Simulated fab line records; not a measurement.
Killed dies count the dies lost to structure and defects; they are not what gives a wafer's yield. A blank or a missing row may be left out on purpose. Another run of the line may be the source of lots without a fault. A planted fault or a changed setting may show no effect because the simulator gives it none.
Commonality check across tools | flow berkeley-cmos170 | Sampled: 14 lots, 42 wafers

WHAT PROMPTED THE OPENING
At UCB170_SDANNEAL_RS_MEAS_04 the reading PLDD_RS is flagged on 2 of 14 lots. No-fault wafers: 1031.5 ohm/sq, standard deviation 2.9.
Rule: flag the lot when none of its wafers has a number, or when each of its wafers that has one lies beyond 4 standard deviations from that mean. All remaining lots are regarded as sound.

lot  | measured     | on            | PLDD_RS (ohm/sq), wafer by wafer | flag
L463 | day 6 16:43  | film-metro-03 | 1036.3 1034.8 1035.8             |
L464 | day 6 16:58  | film-metro-02 | 1027.2 1028.3 1032.6             |
L465 | day 7 02:10  | film-metro-02 | 1027.5 1031.3 1028.7             |
L468 | day 7 13:54  | film-metro-01 | 1032.3 1028.6 1031.4             |
L471 | day 8 14:16  | film-metro-02 | 1053.8 1050.6 1055.0             | FLAGGED
L474 | day 9 00:05  | film-metro-01 | 1055.8 1051.3 1059.0             | FLAGGED
L477 | day 9 19:16  | film-metro-01 | 1028.8 1027.3 1028.1             |
L478 | day 9 19:30  | film-metro-03 | 1032.6 1034.4 1034.5             |
L479 | day 10 04:37 | film-metro-03 | 1033.1 1028.6 1037.5             |
L480 | day 10 16:45 | film-metro-03 | 1027.0 1029.7 1030.8             |
L482 | day 11 01:51 | film-metro-02 | 1027.2 1026.7 1025.2             |
L484 | day 11 10:07 | film-metro-02 | 1031.6 1032.2 1032.6             |
L483 | day 11 13:38 | film-metro-02 | 1030.4 1034.0 1027.0             |
L486 | day 12 10:14 | film-metro-03 | 1034.4 1031.2 1032.2             |
On average the flagged lots' numbers are 1054.2 ohm/sq, which is +22.8 ohm/sq against the usual, or +8 standard deviations.

EACH LOT AND THE TOOL IT RAN ON
The record holds 1 process step before the reading, out of a route of 331 steps. In each cell: the tool, then ch and the chambers that the sampled wafers went through, then the start.
lot  | flag    | UCB170_PLDD_IMPLANT_09
L463 |         | implanter-01 ch 0, day 6 00:49
L464 |         | implanter-03 ch 0, day 6 01:27
L465 |         | implanter-03 ch 0, day 6 13:23
L468 |         | implanter-04 ch 0, day 7 02:12
L471 | FLAGGED | implanter-01 ch 0, day 8 02:56
L474 | FLAGGED | implanter-01 ch 0, day 8 11:43
L477 |         | implanter-03 ch 0, day 9 04:00
L478 |         | implanter-04 ch 0, day 9 04:10
L479 |         | implanter-03 ch 0, day 9 14:04
L480 |         | implanter-03 ch 0, day 10 03:14
L482 |         | implanter-03 ch 0, day 10 13:01
L484 |         | implanter-03 ch 0, day 10 18:46
L483 |         | implanter-04 ch 0, day 10 18:32
L486 |         | implanter-03 ch 0, day 11 15:10
What is done by these steps:
- UCB170_PLDD_IMPLANT_09
- UCB170_SDANNEAL_RS_MEAS_04: measures by four-point-probe.

FLAGGED OVER TOTAL, TOOL BY TOOL (the gauges that took the reading come last)
step                       | tool          | lots run | flagged | share of the flagged lots | sound lots run after its first flagged lot
UCB170_PLDD_IMPLANT_09     | implanter-01  | 3        | 2       | all                       | 0
UCB170_PLDD_IMPLANT_09     | implanter-03  | 8        | 0       | none                      | -
UCB170_PLDD_IMPLANT_09     | implanter-04  | 3        | 0       | none                      | -
UCB170_SDANNEAL_RS_MEAS_04 | film-metro-01 | 3        | 1       | some                      | 1 (L477)
UCB170_SDANNEAL_RS_MEAS_04 | film-metro-02 | 6        | 1       | some                      | 3 (L482,L484,L483)
UCB170_SDANNEAL_RS_MEAS_04 | film-metro-03 | 5        | 0       | none                      | -

WHAT IS ALLOWED BY THE TABLE
All flagged lots share 1 row of the table, namely implanter-01 at UCB170_PLDD_IMPLANT_09.
- implanter-01 at UCB170_PLDD_IMPLANT_09 ran 3 lots, 2 of them flagged. A fault beginning between L463 (day 6 00:49), its last sound lot, and L471 (day 8 02:56), its first flagged one, fits the data. Its own readings (dose-ions-cm2) fall more than 4 standard deviations out on all wafers of the flagged lots.
Just one tool remains: implanter-01 at UCB170_PLDD_IMPLANT_09.

WHAT WAS PUT IN BY THE SIMULATOR
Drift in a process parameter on implanter-01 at UCB170_PLDD_IMPLANT_09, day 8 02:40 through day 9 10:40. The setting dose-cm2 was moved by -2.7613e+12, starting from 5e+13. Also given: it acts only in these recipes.
Lots struck among those shown: L471, L474. The rule given above showed the same thing.
